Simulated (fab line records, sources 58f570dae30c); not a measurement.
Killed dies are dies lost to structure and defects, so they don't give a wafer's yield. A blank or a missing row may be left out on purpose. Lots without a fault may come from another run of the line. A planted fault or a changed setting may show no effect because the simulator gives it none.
A struck lot beside a sound one | flow berkeley_cmos170 | 14 steps out of a route of 331
Sound: wafers L169.1, L169.2, L169.4. Struck: wafers L177.2, L177.3, L177.4. The cause comes at the end.
At each step with rows: each side's tool, then ch and its chambers, then its first start. Under that, the readings that differ: sound wafers | struck wafers | difference of the means | sigmas: that difference in standard deviations of wafers without a fault.
alike: readings whose means differ by less than 2 such deviations, and words and numbers that are the same on both sides. not compared: withheld readings, readings that some wafer has no value for, bounds like >300 that may hide the same value, and numbers for which the record gives no deviation and whose values overlap.
The two part at a step that has a row with sigmas, a row that says differs or no value, or rows on one side only. Numbers that don't overlap but have no deviation are shown without sigmas and don't part them. A reading that every wafer of one side lacks parts them only if that side has two wafers or more.

first, 1 step without rows for these wafers: UCB170_NSD_DEVELOP_05 (develop time 45 s).
UCB170_NSD_CD_MEAS_06: target cd 1200 nm.
  sound on cd_sem-02, day 8 04:37; struck on cd_sem-01, day 9 09:58
  alike: cd_nm
UCB170_NSD_OVL_MEAS_07:
  sound on overlay-02, day 8 04:44; struck on overlay-02, day 9 10:04
  alike: NSD_OVL
then, 1 step without rows for these wafers: UCB170_NSD_IMPLANT_08.
UCB170_NSD_STRIP_09: strips in O2.
  sound on plasma_asher-04 ch 0,1, day 8 04:56; struck on plasma_asher-03 ch 0,1, day 9 10:14
  alike: drypump_motor_current_A, oes_product_au, strip_time_to_endpoint_s
  not compared: rf_hours_counter_h
UCB170_NSD_TW_MEAS_10:
  sound on film_metro-01, day 8 05:02; struck on film_metro-04, day 9 10:21
  alike: NSD_TW
then, 4 steps without rows for these wafers: UCB170_NSD_CLEAN_11 (cleans in SPM, time 600 s); UCB170_BACKSIDE_HMDS_00 (prime time 60 s); UCB170_BACKSIDE_COAT_01 (resist thk 900 nm); UCB170_BACKSIDE_SOFTBAKE_02 (time 60 s).
UCB170_BACKSIDE_STRIP_03: strips in O2.
  sound on plasma_asher-02 ch 0,1, day 8 05:43; struck on plasma_asher-04 ch 0,1, day 9 11:19
  alike: drypump_motor_current_A, oes_product_au, strip_time_to_endpoint_s
  not compared: rf_hours_counter_h
then, 1 step without rows for these wafers: UCB170_BACKSIDE_CLEAN_04 (cleans in SPM, time 600 s).
UCB170_SDANNEAL_RTA_00: time 10 s.
  sound on rtp_anneal-01 ch 0, day 8 05:59; struck on rtp_anneal-01, day 9 12:52
  no value came back on the struck wafers for any of 5 readings (anneal_temp_c_max, chamber_o2_ppm and others); on the sound wafers anneal_temp_c_max reads 903.5 904.0 903.5
UCB170_SDANNEAL_RTA_01: time 5 s.
  sound on rtp_anneal-01 ch 0, day 8 06:03; struck on rtp_anneal-01 ch 0, day 9 12:56
  reading        | sound             | struck            | difference | sigmas
  chamber_o2_ppm | 1.979 1.982 1.953 | 2.000 2.020 2.014 | +0.040     | +2
  alike: anneal_temp_c_max, lamp_power_pct, wafer_temp_C_max

WHERE THEY PART
First at UCB170_SDANNEAL_RTA_00; last, within this record, at UCB170_SDANNEAL_RTA_01.

WHY: what the simulator had put in
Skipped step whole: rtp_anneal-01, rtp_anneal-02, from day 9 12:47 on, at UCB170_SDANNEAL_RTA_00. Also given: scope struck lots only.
